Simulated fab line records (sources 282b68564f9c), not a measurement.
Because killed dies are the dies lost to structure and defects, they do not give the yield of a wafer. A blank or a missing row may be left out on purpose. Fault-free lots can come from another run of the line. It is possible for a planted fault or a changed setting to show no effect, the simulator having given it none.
Struck lot and sound lot, side by side    flow rit_cmos    18 steps out of a route of 202
Sound: wafers L599.2, L599.3, L599.6. Wafers struck: L608.1, L608.2, L608.5. The cause is given at the end.
Per side, at each step with rows, come the tool, then ch with its chambers, and then its first start. Under that, the readings that differ: sound wafers    struck wafers    difference of the means    sigmas: that difference in standard deviations of wafers without a fault.
alike: readings whose means differ by less than 2 such deviations, and words and numbers that are the same on both sides. not compared: withheld readings, readings that some wafer has no value for, bounds like >300 that may hide the same value, and numbers for which the record gives no deviation and whose values overlap.
A row with sigmas, a row that says differs or no value, or rows on one side alone: a step with any of these is where the two part. When numbers do not overlap yet have no deviation, they are printed without sigmas and do not part them. A reading that every wafer of one side lacks parts them only if that side has two wafers or more.

first, 4 steps without rows for these wafers: RIT_NSD_SOFTBAKE_02 (time 60 s); RIT_NSD_EXPOSE_03 (exposes mask M9, target cd 40700 nm); RIT_NSD_PEB_04; RIT_NSD_DEVELOP_05 (develop time 51.3 s).
RIT_NSD_OVL_MEAS_06:
  sound on overlay-02 at day 4 05:17; struck on overlay-02 at day 5 22:50
  alike: NSD_OVL
then, 2 steps without rows for these wafers: RIT_NSD_HARDBAKE_07 (time 60 s); RIT_NSD_IMPLANT_08.
RIT_NSD_STRIP_09: strips in O2, time 180 s.
  sound on plasma_asher-04 ch 0,1, day 4 05:37; struck on plasma_asher-02 ch 0,1, day 5 23:10
  alike: drypump_motor_current_A
  not compared: rf_hours_counter_h
RIT_NSD_TW_MEAS_10:
  sound on film_metro-03 at day 4 05:49; struck on film_metro-04 at day 5 23:21
reading  sound           struck          difference  sigmas
NSD_TW   3160 3159 3139  3080 3095 3097  -62         -2
then, 3 steps without rows for these wafers: RIT_PSD_HMDS_00 (prime time 60 s); RIT_PSD_COAT_01 (resist thk 1000 nm); RIT_PSD_SOFTBAKE_02 (time 60 s).
RIT_PSD_EXPOSE_03: exposes mask M10, target cd 40900 nm.
  sound on iline_stepper-02 ch 0, day 4 06:27; struck on iline_stepper-02 ch 0, day 5 23:59
reading                      sound                 struck             difference  sigmas
model.PSD.overlay_x_nm (nm)  0.3574 0.3574 0.3574  130.1 130.1 130.1  +129.7      
  alike: mask
then, 2 steps without rows for these wafers: RIT_PSD_PEB_04; RIT_PSD_DEVELOP_05 (develop time 50 s).
RIT_PSD_OVL_MEAS_06:
  sound on overlay-02 at day 4 06:52; struck on overlay-02 at day 6 00:23
reading       sound          struck             difference  sigmas
PSD_OVL (nm)  -1.5 -0.8 0.5  129.9 131.3 130.5  +131.2      +99 or more
then, 1 step without rows for these wafers: RIT_PSD_HARDBAKE_07 (time 60 s).
RIT_M1_PROBE_99:
  sound on prober-02 at day 4 15:47; struck on prober-01 at day 6 08:45
reading                                                  sound                 struck                difference  sigmas
model.etest.select_edge_diode_p.leak_log10_a (angstrom)  -10.31 -10.23 -10.34  -9.578 -9.557 -9.678  +0.689      
  alike: killed_at_contacts, killed_at_front_end, killed_dies, killed_open, killed_short

## WHERE THEY PART
First at RIT_NSD_TW_MEAS_10; last, within this record, at RIT_PSD_OVL_MEAS_06. Later steps at which nothing parts them and some readings are alike: RIT_M1_PROBE_99.

WHY: what had been put in by the simulator
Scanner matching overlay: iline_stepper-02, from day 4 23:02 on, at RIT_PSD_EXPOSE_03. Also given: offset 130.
